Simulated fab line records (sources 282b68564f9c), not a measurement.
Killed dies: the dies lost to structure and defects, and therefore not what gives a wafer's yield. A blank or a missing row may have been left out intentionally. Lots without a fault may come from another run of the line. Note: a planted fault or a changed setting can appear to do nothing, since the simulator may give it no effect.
fab line records ; flow rit_cmos
record: lots: 13; wafers: 39; last_day: 7
route steps=202 shown CONTACT@168
lots that met no fault: taken from a fault-free run of the same line
start_h: hours from the record's opening day to when the first of the lot's shown wafers began ; wait_h: hours since the lot's step before ; " the same as in the row above ; L1.1+2: a row that stands for several wafers ; - no value, or no start given ; * or withheld: withheld ; < > ~ a bound
route shown NAME@n: NAME is a module with steps in the file, n the number in the route of the first one ; usual: average and standard deviation across the fault-free wafers ; same: alike in all rows ; chamber/n: place in a boat ; sites: per-site readings ; _std_site: standard deviation of those values ; _edge_site: outer sites' mean less inner sites' ; radius_mm: how far each site lies from the wafer's centre ; mask NAME#n: copy n ; behind: the tool/chamber that last shaped the wafer ; hold: the reason the lot was held/the length of the hold in hours/how it ended ; device: the n, p or np transistor that did not switch ; end of line: at the end of the route, the tests of the same wafers ; where a step has no rows: the recipe by itself ; killed: not the wafer's yield, but the dies lost to structure and defects at the first sort ; map: the dies of a wafer, with x for killed, . for not killed, _ for no die there
set.NAME: setting as actually run; set.NAME@STEP: the setting as run at that earlier step ; model.NAME: the simulator's own value behind a step, which no gauge read
steps of the route over a sample of lots; a table a step, a row a wafer
services: from which hour (start_h, from the record's first day; less than 0 if before it) a tool's chamber was out of use, for how many hours, and why
== steps ==
step: RIT_CONTACT_CVD_00
recipe: material: SiO2; target_thk_nm: 400; precursor: TEOS; temp_c: 390; time_s: 61; rf_w: 400
usual: heater_power_w: 300/53; rf_fwd_power_W: 397.2/1.5
lot.wafer;tool;chamber;start_h;wait_h;heater_power_w;rf_fwd_power_W
L136.3;pecvd-01;2;56.21;0.1;309;399.2
L136.4;pecvd-01;1;56.21;0.1;344;394.6
L136.5;pecvd-01;2;56.21;0.1;232;397.4
L137.2;pecvd-02;1;58.10;0.0;330;397.1
L137.4;pecvd-02;0;58.10;0.0;269;396.4
L137.6;pecvd-02;1;58.10;0.0;326;396.1
L138.1;pecvd-04;1;66.42;0.1;238;397.3
L138.2;pecvd-04;2;66.42;0.1;314;397.9
L138.4;pecvd-04;0;66.42;0.1;340;398.3
L139.3;pecvd-01;1;68.05;0.0;374;394.2
L139.4;pecvd-01;0;68.05;0.0;317;395.9
L139.5;pecvd-01;1;68.05;0.0;389;392.7
L140.1;pecvd-02;1;74.70;0.1;311;398.3
L140.3;pecvd-02;2;74.70;0.1;285;396.6
L140.6;pecvd-02;0;74.70;0.1;289;397.5
L141.4;pecvd-04;1;76.73;0.0;221;398.2
L141.5;pecvd-04;0;76.73;0.0;285;396.3
L141.6;pecvd-04;2;76.73;0.0;284;398.0
L142.1;pecvd-01;1;81.28;0.1;341;394.6
L142.4;pecvd-01;0;81.28;0.1;393;397.7
L142.5;pecvd-01;2;81.28;0.1;304;400.4
L143.1;pecvd-02;1;84.81;0.1;265;397.4
L143.4;pecvd-02;1;84.81;0.1;283;400.5
L143.6;pecvd-02;2;84.81;0.1;276;396.3
L144.1;pecvd-04;2;91.14;0.1;305;396.5
L144.4;pecvd-04;0;91.14;0.1;328;394.5
L144.5;pecvd-04;1;91.14;0.1;172;397.2
L150.2;pecvd-04;1;120.93;0.0;225;398.7
L150.4;pecvd-04;1;120.93;0.0;233;398.4
L150.5;pecvd-04;0;120.93;0.0;261;394.7
L154.1;pecvd-02;1;140.45;0.1;301;395.9
L154.3;pecvd-02;0;140.45;0.1;299;396.8
L154.5;pecvd-02;0;140.45;0.1;313;395.7
L156.1;pecvd-01;0;151.30;0.1;413;397.1
L156.2;pecvd-01;1;151.30;0.1;377;394.9
L156.5;pecvd-01;2;151.30;0.1;254;399.1
L158.2;pecvd-04;0;161.39;0.0;328;397.3
L158.3;pecvd-04;1;161.39;0.0;212;396.8
L158.6;pecvd-04;1;161.39;0.0;225;396.9
step: RIT_CONTACT_THK_MEAS_01
recipe: reads: SiO2_of_CONTACT_CVD_00
usual: CONTACT_TEOS_THK: 400/5.2
lot.wafer;tool;chamber;start_h;wait_h;CONTACT_TEOS_THK[nm]
L136.3;film_metro-01;-;56.28;0.0;402
L136.4;film_metro-01;-;56.28;0.0;407
L136.5;film_metro-01;-;56.28;0.0;408
L137.2;film_metro-04;-;58.16;0.0;398
L137.4;film_metro-04;-;58.16;0.0;406
L137.6;film_metro-04;-;58.16;0.0;407
L138.1;film_metro-04;-;66.47;0.0;392
L138.2;film_metro-04;-;66.47;0.0;395
L138.4;film_metro-04;-;66.47;0.0;402
L139.3;film_metro-04;-;68.12;0.0;405
L139.4;film_metro-04;-;68.12;0.0;406
L139.5;film_metro-04;-;68.12;0.0;404
L140.1;film_metro-02;-;74.75;0.0;395
L140.3;film_metro-02;-;74.75;0.0;388
L140.6;film_metro-02;-;74.75;0.0;401
L141.4;film_metro-04;-;76.79;0.0;397
L141.5;film_metro-04;-;76.79;0.0;404
L141.6;film_metro-04;-;76.79;0.0;400
L142.1;film_metro-04;-;81.33;0.0;401
L142.4;film_metro-04;-;81.33;0.0;400
L142.5;film_metro-04;-;81.33;0.0;404
L143.1;film_metro-01;-;84.86;0.0;396
L143.4;film_metro-01;-;84.86;0.0;404
L143.6;film_metro-01;-;84.86;0.0;403
L144.1;film_metro-04;-;91.19;0.0;391
L144.4;film_metro-04;-;91.19;0.0;402
L144.5;film_metro-04;-;91.19;0.0;399
L150.2;film_metro-04;-;120.99;0.0;391
L150.4;film_metro-04;-;120.99;0.0;405
L150.5;film_metro-04;-;120.99;0.0;406
L154.1;film_metro-04;-;140.50;0.0;389
L154.3;film_metro-04;-;140.50;0.0;517
L154.5;film_metro-04;-;140.50;0.0;534
L156.1;film_metro-04;-;151.35;0.0;397
L156.2;film_metro-04;-;151.35;0.0;398
L156.5;film_metro-04;-;151.35;0.0;399
L158.2;film_metro-02;-;161.45;0.0;402
L158.3;film_metro-02;-;161.45;0.0;398
L158.6;film_metro-02;-;161.45;0.0;406
== services ==
tool;chamber;start_h;hours;kind
pecvd-01;-;120.12;14.6;pm
pecvd-02;0;123.28;4.9;repair
pecvd-01;2;138.03;4.8;repair
== key ==
first_sign: step: RIT_CONTACT_THK_MEAS_01; reading: CONTACT_TEOS_THK; direction: up; sigmas: 24; usual: 400; struck: 525
effect none on later readings
met_at RIT_CONTACT_CVD_00
struck_lots L154
struck_wafers L154.3,L154.5
later_rows_left_out L154.3,L154.5
sort_left_out L154.3,L154.5
tester_left_out L154
onset_between 74.70 140.45
fault: kind: process_parameter_drift; tool: pecvd-02; chamber: 0; onset_h: 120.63; steps: RIT_CONTACT_CVD_00; channel: target_thk_nm; offset: 129.25; shape: step; end_h: 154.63; stated: 400
tester_left_out: of these lots the tester's yield and bins aren't shown, on N5 and GAA mostly nor the transistor test; their killed dies are dies lost to structure and defects alone, not to doping, threshold or leakage, so they don't give the yield
sort_left_out: the simulated sort isn't trusted on such a fault, so these wafers' sort isn't shown, and their yield isn't known
later_rows_left_out: the simulator's readings of these wafers behind a module that went badly wrong aren't trusted and aren't shown, but for the sort
